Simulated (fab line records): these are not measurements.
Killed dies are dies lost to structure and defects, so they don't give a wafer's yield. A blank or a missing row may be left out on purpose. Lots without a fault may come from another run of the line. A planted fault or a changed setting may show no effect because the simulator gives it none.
2 desks, one fault -- flow berkeley_cmos170 -- each desk has only its own numbers; what lay behind them comes last

THE METROLOGY DESK
What the gauges read, lot by lot, whatever tool the lot ran on: means of the sampled wafers that have a number. The brackets show how far a lot's mean lies from the usual mean; more than 4 standard deviations puts the lot out of limits, marked OUT.
Columns: A = cd_nm at UCB170_CONTACT_CD_MEAS_15, usual 700.0 nm; B = cd_nm at UCB170_CONTACT_CD_MEAS_90, usual 699.6 nm
lot,first seen here,A,B
L279,day 6 19:14,700.0,700.2
L280,day 7 11:43,701.3,700.8
L281,day 7 22:50,700.8,699.8
L290,day 9 23:48,698.8,698.1
L295,day 10 22:44,700.3,699.6
L297,day 10 22:46,698.0,698.1
L296,day 10 23:01,699.1,699.2
L294,day 10 23:06,698.9,698.3
L298,day 11 07:26,698.5,698.0
L300,day 11 14:17,700.9,700.7
L299,day 11 14:31,701.9,702.1
L302,day 11 21:32,700.5,700.0
This desk's verdict: no lot among the 12 shows anything out of limits.

TOOL OWNER'S DESK, rie_diel-03
The tool's own readings at UCB170_V1_ETCH_14 (etches SiO2 in CHF3/CF4/Ar, stops on Al, target depth 1250 nm, time 291 s): means of the sampled wafers that have a number, for each lot that ran on this tool. The brackets show how far a lot's mean lies from the usual mean; more than 4 standard deviations puts the lot out of limits, marked OUT.
Columns: A = drypump_motor_current_A at UCB170_V1_ETCH_14, usual 5.6 A; B = oes_product_au at UCB170_V1_ETCH_14, usual 0.881 a.u.; C = throttle_valve_pct at UCB170_V1_ETCH_14, usual 6.92 %
lot,first seen here,A,B,C
L290,day 10 07:42,6.2,0.876,6.94
This desk's finding: nothing out of limits on the one lot.

ALL TOGETHER
Nothing out of limits was seen by the metrology desk.
The tool owner's desk saw nothing out of limits.

WHAT THE SIMULATOR HAD INSERTED
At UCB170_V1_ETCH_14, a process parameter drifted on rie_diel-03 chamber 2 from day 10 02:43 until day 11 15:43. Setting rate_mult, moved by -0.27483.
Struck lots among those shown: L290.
